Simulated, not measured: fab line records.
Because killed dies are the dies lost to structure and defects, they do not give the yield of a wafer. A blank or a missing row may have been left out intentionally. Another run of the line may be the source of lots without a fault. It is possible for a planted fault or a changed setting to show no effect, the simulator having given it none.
fab line records	flow berkeley_cmos170
[record] lots = 6	wafers = 18	last_day = 11
route steps=331 shown NSD@190 BACKSIDE@199
lots with no fault: from the same line, run without faults
start_h: hours from the record's first day to the start of the lot's first wafer shown	wait_h: hours from the lot's prior step to this one	" repeats the value in the row above	L1.1+2: one row covering several wafers at once	- no value, or no start was given	* or withheld: withheld	< > ~ a bound
route shown NAME@n: a module of which the file shows steps, and the number in the route of the first	usual: the fault-free wafers' mean and standard deviation	same: alike in all rows	chamber/n: place in a boat	sites: readings site by site	_std_site: standard deviation across them	_edge_site: mean of outer sites minus mean of inner sites	radius_mm: how far each site lies from the wafer's centre	mask NAME#n: copy n	behind: the last tool/chamber to shape the wafer	hold: why the lot was held/for how many hours/how that ended	device: names the non-switching transistor (n, p or np)	end of line: tests run on the same wafers once the route is complete	step lacking rows: just its recipe	killed: not the wafer's yield, but the dies lost to structure and defects at the first sort	map: a wafer's dies, marking killed ones x, the rest . and places with no die _
set.NAME: the run value of the setting; set.NAME@STEP: its run value at that earlier step	model.NAME: the simulator's own value behind a step, which no gauge read
lots at selected steps of the route; one table per step, one row per wafer
services: from which hour (start_h, from the record's first day; less than 0 if before it) a tool's chamber was out of use, for how many hours, and why
[[steps]]
[step UCB170_NSD_EXPOSE_03]
[recipe] mask_id = NSELECT_MOD	na = 0.5	sigma_outer = 0.6	source_shape = conventional	target_cd_nm = 1200	dose_mj = 30
[step UCB170_NSD_PEB_04]
[recipe] peb_temp_c = 130	peb_time_s = withheld	resist = KrF
[step UCB170_NSD_DEVELOP_05]
[recipe] developer = TMAH	develop_time_s = 45	resist = KrF	dev_temp_c = 21
[step UCB170_NSD_CD_MEAS_06]
[recipe] target_cd_nm = 1200
[usual] cd_nm = 1199.7/1.4
lot.wafer	tool	chamber	start_h	wait_h	cd_nm
L887.1	cd_sem-02	-	144.11	-	1197.5
L887.2	"	-	"	"	1197.7
L887.3	"	-	"	"	1197.0
L894.2	cd_sem-01	-	185.50	-	1197.6
L894.4	"	-	"	"	1199.0
L894.6	"	-	"	"	1198.0
L893.1	cd_sem-01	-	185.87	-	1200.9
L893.2	"	-	"	"	1201.9
L893.4	"	-	"	"	1201.3
L891.4	cd_sem-02	-	186.12	-	1198.8
L891.5	"	-	"	"	1199.5
L891.6	"	-	"	"	1200.1
L902.1	cd_sem-01	-	237.27	-	1199.6
L902.5	"	-	"	"	1200.1
L902.6	"	-	"	"	1199.2
L904.1	cd_sem-01	-	244.43	-	1200.4
L904.4	"	-	"	"	1200.4
L904.5	"	-	"	"	1198.9
[step UCB170_NSD_OVL_MEAS_07]
[usual] NSD_OVL = 2/4.9
lot.wafer	tool	chamber	start_h	wait_h	NSD_OVL[nm]
L887.1	overlay-01	-	144.23	0.1	7
L887.2	"	-	"	"	7
L887.3	"	-	"	"	8
L894.2	overlay-01	-	185.61	0.1	3
L894.4	"	-	"	"	-2
L894.6	"	-	"	"	6
L893.1	overlay-02	-	185.99	0.1	-1
L893.2	"	-	"	"	11
L893.4	"	-	"	"	0
L891.4	overlay-01	-	186.20	0.1	5
L891.5	"	-	"	"	0
L891.6	"	-	"	"	8
L902.1	overlay-02	-	237.39	0.1	5
L902.5	"	-	"	"	1
L902.6	"	-	"	"	0
L904.1	overlay-02	-	244.55	0.1	-5
L904.4	"	-	"	"	4
L904.5	"	-	"	"	-4
[step UCB170_NSD_IMPLANT_08]
[recipe] species = P	dose_cm2 = 3e+15	energy_kev = 40	tilt_deg = 7
[step UCB170_NSD_STRIP_09]
[recipe] chemistry = O2	power_w = 400	pressure_mtorr = 3500	platen_temp_c = withheld	o2_flow_sccm = 400	overash_fraction = 0.5
[usual] drypump_motor_current_A = 5.9/0.64	oes_product_au = 0.533/0.0042	strip_time_to_endpoint_s = 35.85/0.065
lot.wafer	tool	chamber	start_h	wait_h	drypump_motor_current_A	oes_product_au	rf_hours_counter_h	strip_time_to_endpoint_s
L887.1	plasma_asher-03	1	144.42	0.1	5.0	0.532	30	35.83
L887.2	"	0	"	"	6.5	0.533	30	35.90
L887.3	"	1	"	"	5.0	0.531	-	35.77
L894.2	plasma_asher-04	0	185.79	0.1	4.7	0.537	50	35.91
L894.4	"	1	"	"	6.0	0.529	-	35.87
L894.6	"	0	"	"	4.7	0.537	-	35.95
L893.1	plasma_asher-03	0	186.18	0.1	6.5	0.534	34	35.86
L893.2	"	1	"	"	5.0	0.535	34	35.89
L893.4	"	0	"	"	6.5	0.531	-	35.88
L891.4	plasma_asher-02	1	186.40	0.1	6.5	0.540	-	35.80
L891.5	"	1	"	"	6.5	0.537	-	35.84
L891.6	"	0	"	"	5.9	0.536	-	35.77
L902.1	plasma_asher-04	0	237.58	0.1	4.7	0.531	56	35.80
L902.5	"	0	"	"	4.7	0.538	-	35.80
L902.6	"	1	"	"	6.0	0.530	-	35.79
L904.1	plasma_asher-04	0	244.73	0.1	4.7	0.527	56	35.90
L904.4	"	1	"	"	6.0	0.529	-	35.88
L904.5	"	1	"	"	6.0	0.539	-	35.94
[step UCB170_NSD_TW_MEAS_10]
[usual] NSD_TW = 4191/65
lot.wafer	tool	chamber	start_h	wait_h	NSD_TW
L887.1	film_metro-01	-	144.52	0.1	4274
L887.2	"	-	"	"	4276
L887.3	"	-	"	"	4267
L894.2	film_metro-02	-	185.90	0.1	4135
L894.4	"	-	"	"	4134
L894.6	"	-	"	"	4122
L893.1	film_metro-04	-	186.28	0.1	4236
L893.2	"	-	"	"	4244
L893.4	"	-	"	"	4236
L891.4	film_metro-01	-	186.50	0.1	4245
L891.5	"	-	"	"	4250
L891.6	"	-	"	"	4256
L902.1	film_metro-02	-	237.68	0.1	4140
L902.5	"	-	"	"	4111
L902.6	"	-	"	"	4109
L904.1	film_metro-04	-	244.83	0.1	4180
L904.4	"	-	"	"	4216
L904.5	"	-	"	"	4200
[step UCB170_NSD_CLEAN_11]
[recipe] chemistry = SPM	temp_c = 120	time_s = 600
[step UCB170_BACKSIDE_HMDS_00]
[recipe] prime_time_s = 60	prime_temp_c = 100
[step UCB170_BACKSIDE_COAT_01]
[recipe] resist = KrF	spin_rpm = 1500	resist_thk_nm = 900
[step UCB170_BACKSIDE_SOFTBAKE_02]
[recipe] resist = KrF	temp_c = 130	time_s = 60
[step UCB170_BACKSIDE_STRIP_03]
[recipe] chemistry = O2	power_w = 400	pressure_mtorr = 3500	platen_temp_c = withheld	o2_flow_sccm = 400	overash_fraction = 0.5
[usual] drypump_motor_current_A = 5.5/0.62	oes_product_au = 0.734/0.0043	strip_time_to_endpoint_s = 22.00/0.065
lot.wafer	tool	chamber	start_h	wait_h	drypump_motor_current_A	oes_product_au	rf_hours_counter_h	strip_time_to_endpoint_s	model.KrF_of_BACKSIDE_COAT_01.thk_nm
L887.1	plasma_asher-01	0	145.53	0.1	5.1	0.745	48	22.03	0
L887.2	"	1	"	"	5.5	0.735	48	21.97	0
L887.3	"	0	"	"	5.1	0.730	-	21.99	0
L894.2	plasma_asher-01	0	186.59	0.1	5.1	0.020	52	43.75	896.4
L894.4	"	1	"	"	5.5	0.741	-	21.99	0
L894.6	"	1	"	"	5.5	0.742	-	21.97	0
L893.1	plasma_asher-01	0	187.05	0.1	5.1	0.020	52	44.01	901.8
L893.2	"	1	"	"	5.5	0.737	52	22.02	0
L893.4	"	0	"	"	5.1	0.020	-	44.08	902.9
L891.4	plasma_asher-03	0	187.28	0.1	6.5	0.740	-	22.08	0
L891.5	"	0	"	"	6.5	0.731	-	22.03	0
L891.6	"	1	"	"	5.0	0.738	-	22.02	0
L902.1	plasma_asher-04	1	238.43	0.1	6.0	0.735	56	21.90	0
L902.5	"	0	"	"	4.7	0.728	-	21.96	0
L902.6	"	1	"	"	6.0	0.738	-	21.93	0
L904.1	plasma_asher-04	0	246.09	0.1	4.8	0.734	56	22.02	0
L904.4	"	1	"	"	6.0	0.739	-	21.94	0
L904.5	"	1	"	"	6.0	0.736	-	21.99	0
[step UCB170_BACKSIDE_CLEAN_04]
[recipe] chemistry = SPM	temp_c = 120	time_s = 600
[[services]]
tool	chamber	start_h	hours	kind
plasma_asher-01	-	121.54	14.6	pm
plasma_asher-04	-	150.88	0.5	repair
[[key]]
[first_sign] step = UCB170_BACKSIDE_STRIP_03	reading = strip_time_to_endpoint_s	direction = up	sigmas = 99+	usual = *	struck = *
[effect] step = UCB170_BACKSIDE_STRIP_03	reading = oes_product_au	direction = down	sigmas = 99+	usual = 0.734	struck = 0.020
[model_effect] step = UCB170_BACKSIDE_STRIP_03	value = KrF_of_BACKSIDE_COAT_01.thk_nm	without = 0	struck = 900.4
met_at UCB170_BACKSIDE_STRIP_03
struck_wafers L893.1,L893.4,L894.2
later_rows_left_out L893.1,L893.4,L894.2
sort_left_out L893.1,L893.4,L894.2
tester_left_out L893,L894
onset_between 145.53 186.59
[fault] kind = process_parameter_drift	tool = plasma_asher-01	chamber = 0	onset_h = 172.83	steps = UCB170_BACKSIDE_STRIP_03	channel = power_w	offset = -119.36	shape = step	end_h = 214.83	acts_in = these_recipes_only	stated = 400
// tester_left_out: of these lots the tester's yield and bins aren't shown, on N5 and GAA mostly nor the transistor test; their killed dies are dies lost to structure and defects alone, not to doping, threshold or leakage, so they don't give the yield
// sort_left_out: the simulated sort isn't trusted on such a fault, so these wafers' sort isn't shown, and their yield isn't known
// later_rows_left_out: the simulator's readings of these wafers behind a module that went badly wrong aren't trusted and aren't shown, but for the sort
